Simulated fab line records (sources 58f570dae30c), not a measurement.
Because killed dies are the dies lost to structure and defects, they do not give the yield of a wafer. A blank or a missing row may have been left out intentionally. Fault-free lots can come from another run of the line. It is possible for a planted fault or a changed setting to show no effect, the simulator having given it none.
Which tool did it? | flow berkeley-cmos170 | 17 wafers from 7 lots sampled at 3 of the route's 331 steps

== WHAT EACH GAUGE READ, for each wafer ==
UCB170_V1_THK_MEAS_01.
lot  | measured     | on            | V1_TEOS_THK (nm)
L406 | day 7 17:32  | film-metro-02 | 1977 1966 2011
L410 | day 8 10:30  | film-metro-02 | 1953 1957 1990
L411 | day 9 01:10  | film-metro-04 | 1976 2008 2011
L414 | day 9 07:38  | film-metro-03 | 1968 2004 2024
L421 | day 10 21:46 | film-metro-02 | 1446
L423 | day 11 16:37 | film-metro-04 | 1398
L426 | day 11 20:53 | film-metro-04 | 2013 2032 2020

== EACH LOT AND THE TOOL THAT RAN IT (in order: tool; ch and the chambers of the sampled wafers; start) ==
lot  | UCB170_GATE_ETCH_15             | UCB170_V1_CVD_00
L406 | rie-si-01 ch 0,1,3, day 6 15:27 | pecvd-01 ch 0,2, day 7 17:23
L410 | rie-si-02 ch 1,2,3, day 7 06:58 | pecvd-01 ch 0,1,2, day 8 10:21
L411 | rie-si-02 ch 1,3, day 8 00:28   | pecvd-01 ch 0,1, day 9 01:00
L414 | rie-si-01 ch 0,1,3, day 8 05:57 | pecvd-03 ch 1,2, day 9 07:28
L421 | rie-si-01 ch 2, day 9 20:44     | pecvd-01 ch 0, day 10 21:36
L423 | rie-si-01 ch 2, day 10 11:52    | pecvd-01 ch 0, day 11 16:26
L426 | rie-si-01 ch 0,3, day 10 18:36  | pecvd-04 ch 0,1,2, day 11 20:43
- UCB170_GATE_ETCH_15: etches poly-Si in HBr/Cl2, stops on SiO2, time 56.3 s, target depth 278.2 nm.
- UCB170_V1_CVD_00: deposits SiO2 from TEOS/O2, target thk 2000 nm, time 250 s.

== THE ANSWER, worked out from the rows above alone ==
Rule: what is usual is taken from the lots themselves. Put in order of their means at a reading, lots are off if they are a third of the lots or fewer, leave a main group of 4 or more, and stand apart from it by a gap of 3 or more times the standard deviation of the main group's means; of several such gaps the widest counts. Not used: any main group whose means are identical at the precision the tables above print for the reading. A lot without any number at a reading at which 4 lots or more have one is off too. Where the step has rows for the other lots, those lots are counted as sound.
Off: L421, L423, at UCB170_V1_THK_MEAS_01 (V1_TEOS_THK). The main group: mean 1994 nm, standard deviation 18.
If a tool, at a process step before that reading, ran all the lots that are off and no sound lot after the first of them, it fits. Those tools and the gauges at UCB170_V1_THK_MEAS_01 are tried in the same way. One fits: UCB170_V1_CVD_00 on pecvd-01. A fault onset in the window from L411 (day 9 01:00, its last sound lot) to L421 (day 10 21:36, its first lot off) fits.

== WHAT WAS PUT IN BY THE SIMULATOR ==
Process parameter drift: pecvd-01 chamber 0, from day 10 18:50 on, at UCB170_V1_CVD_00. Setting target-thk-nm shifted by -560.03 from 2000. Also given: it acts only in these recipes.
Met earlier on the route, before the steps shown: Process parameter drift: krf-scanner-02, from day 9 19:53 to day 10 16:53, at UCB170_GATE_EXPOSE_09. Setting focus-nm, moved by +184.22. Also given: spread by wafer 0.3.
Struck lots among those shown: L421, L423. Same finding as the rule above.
